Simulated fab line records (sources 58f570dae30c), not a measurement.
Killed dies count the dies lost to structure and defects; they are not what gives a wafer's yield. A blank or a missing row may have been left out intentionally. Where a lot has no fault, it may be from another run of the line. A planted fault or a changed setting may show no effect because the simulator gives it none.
Chamber matching    flow berkeley_cmos170    UCB170_PWELL_ETCH_14 on rie_diel-01: 4 sister chambers
The step etches Si3N4 in CH3F/Ar/O2, stops on SiO2, target depth 242 nm, time 151 s. 14 wafers are shown with their chamber, then 7 later ones without.

## WAFERS WITH THEIR CHAMBER
wafer   chamber  drypump_motor_current_A (A)  throttle_valve_pct (%)  oes_product_au (a.u.)
L604.3  3        4.9                          8.04                    0.977
L604.4  1        6.0                          8.05                    0.930
L604.6  2        6.3                          8.18                    0.924
L606.2  2        6.3                          8.19                    0.913
L606.3  3        4.9                          8.06                    0.960
L606.5  3        4.9                          8.05                    0.971
L609.2  2        6.3                          8.20                    0.913
L609.3  1        6.0                          8.03                    0.921
L609.4  0        5.6                          8.06                    0.928
L611.3  1        5.9                          8.05                    0.914
L611.4  3        4.9                          8.07                    0.954
L611.5  1        6.0                          8.04                    0.924
L621.3  1        5.9                          8.04                    0.862
L621.4  0        5.6                          8.05                    0.864

SIGNATURES (averages over the wafers above)
reading                  chamber 0  chamber 1  chamber 2  chamber 3  scatter within a chamber
drypump_motor_current_A  5.600      5.960      6.300      4.900      0.0346
throttle_valve_pct       8.0550     8.0420     8.1900     8.0550     0.0101
oes_product_au           0.89600    0.91020    0.91667    0.96550    0.0234
Rule: a wafer's distance from a chamber is the root of the sum, over the readings, of the square of ((its reading less the chamber's mean) divided by the reading's scatter). If the next closest chamber is less than 2 further off than the closest, the wafer can't be placed; otherwise it belongs to the closest. The scatter: the root of (the sum of the squares of (reading less its chamber's mean) over the shown wafers, divided by (wafers less chambers)).

## WAFERS WHOSE CHAMBER IS MISSING
wafer   drypump_motor_current_A (A)  throttle_valve_pct (%)  oes_product_au (a.u.)
L621.6  6.0                          8.05                    0.866
L623.3  4.9                          8.05                    0.907
L623.4  5.9                          8.05                    0.866
L623.6  4.9                          8.05                    0.906
L627.2  6.3                          8.19                    0.917
L627.4  5.6                          8.05                    0.930
L627.6  6.3                          8.19                    0.914

## EACH ONE'S CHAMBER
wafer   from the rows above  in truth
L621.6  1                    1
L623.3  3                    3
L623.4  1                    1
L623.6  3                    3
L627.2  2                    2
L627.4  0                    0
L627.6  2                    2
Correct placement for 7 of the 7. Number that these rows cannot place: 0. 0 placed wrongly.
